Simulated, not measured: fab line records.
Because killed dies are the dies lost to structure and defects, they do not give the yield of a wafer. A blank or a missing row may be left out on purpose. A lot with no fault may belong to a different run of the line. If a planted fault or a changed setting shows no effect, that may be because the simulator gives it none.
Struck lot and sound lot, side by side + flow ritCmos + 18 out of 202 route steps
Sound: these wafers, L693.2, L693.3, L693.6. Wafers struck: L712.1, L712.2, L712.5. At the end, the cause is stated.
At each step with rows: each side's tool, then ch and its chambers, then its first start. Under that, the readings that differ: sound wafers + struck wafers + difference of the means + sigmas: that difference in standard deviations of wafers without a fault.
alike: readings with means less than 2 such deviations apart, plus words and numbers identical on both sides. not compared: withheld readings, readings lacking a value on some wafer, bounds such as >300 that could conceal the same value, and numbers that have no deviation in the record and whose values overlap.
The two part at a step that has a row with sigmas, a row that says differs or no value, or rows on one side only. Numbers that have no deviation but don't overlap get no sigmas and don't part them. Lack of a reading on every wafer of one side parts them only where that side has two or more wafers.

first, 4 steps without rows for these wafers: RIT_PSD_SOFTBAKE_02 (time 60 s); RIT_PSD_EXPOSE_03 (exposes mask M10, target cd 40900 nm); RIT_PSD_PEB_04; RIT_PSD_DEVELOP_05 (develop time 50 s).
RIT_PSD_OVL_MEAS_06:
  struck on overlay-01, day 7 01:46; sound on overlay-02, day 3 05:22
  alike: PSD_OVL
then, 2 steps without rows for these wafers: RIT_PSD_HARDBAKE_07 (time 60 s); RIT_PSD_IMPLANT_08.
RIT_PSD_STRIP_09: strips in O2, time 180 s.
  sound on plasmaAsher-01 ch 0,1, day 3 05:42; struck on plasmaAsher-04 ch 0,1, day 7 02:05
  alike: drypumpMotorCurrentA
  not compared: rfHoursCounterH
RIT_PSD_TW_MEAS_10:
  struck on filmMetro-01, day 7 02:16; sound on filmMetro-01, day 3 05:53
  alike: PSD_TW
then, 3 steps without rows for these wafers: RIT_SDANNEAL_CLEAN_00 (cleans in SC1, time 600 s); RIT_SDANNEAL_CLEAN_01 (cleans in dHF, time 30 s); RIT_SDANNEAL_CLEAN_02 (cleans in SC2, time 600 s).
RIT_SDANNEAL_RTA_03: time 5 s.
  sound on rtpAnneal-01 ch 0, day 3 06:20; struck on rtpAnneal-02 ch 0, day 7 02:43
  alike: wafer_temp_C_max
RIT_SDANNEAL_RS_MEAS_04: measurement is done with a four-point probe.
  struck on filmMetro-04, day 7 03:08; sound on filmMetro-04, day 3 06:26
| reading         | sound             | struck            | difference | sigmas |
|-----------------|-------------------|-------------------|------------|--------|
| PSD_RS (ohm/sq) | 116.2 115.8 116.2 | 112.4 112.5 112.6 | -3.6       | -11    |
  not compared: hold
RIT_SDANNEAL_RS_MEAS_05: measurement is done with a four-point probe.
  struck on filmMetro-04, day 7 11:16; sound on filmMetro-04, day 3 06:34
| reading | sound | struck                                                                  | difference                   | sigmas |
|---------|-------|-------------------------------------------------------------------------|------------------------------|--------|
| hold    | - - - | awaitDispo/8.0h/release awaitDispo/8.0h/release awaitDispo/8.0h/release | no value on the sound wafers |        |
  alike: NSD_RS
RIT_SDANNEAL_RS_MEAS_06: measurement is done with a four-point probe.
  struck on filmMetro-04, day 7 11:40; sound on filmMetro-04, day 3 06:41
| reading          | sound             | struck            | difference | sigmas |
|------------------|-------------------|-------------------|------------|--------|
| PLDD_RS (ohm/sq) | 178.6 178.7 178.9 | 175.3 174.5 174.4 | -4.0       | -8     |
  not compared: hold
RIT_SDANNEAL_RS_MEAS_07: measurement is done with a four-point probe.
  struck on filmMetro-04, day 7 14:50; sound on filmMetro-04, day 3 06:48
| reading | sound | struck                                                                  | difference                   | sigmas |
|---------|-------|-------------------------------------------------------------------------|------------------------------|--------|
| hold    | - - - | awaitDispo/3.0h/release awaitDispo/3.0h/release awaitDispo/3.0h/release | no value on the sound wafers |        |
  alike: NLDD_RS
RIT_M1_PROBE_99:
  only the struck wafers here have rows in the record (prober-02, day 7 21:43); the sound ones have none

WHERE THEY PART
At RIT_SDANNEAL_RS_MEAS_04 first; at RIT_M1_PROBE_99 last (within this record only).

WHY: what the simulator had put in
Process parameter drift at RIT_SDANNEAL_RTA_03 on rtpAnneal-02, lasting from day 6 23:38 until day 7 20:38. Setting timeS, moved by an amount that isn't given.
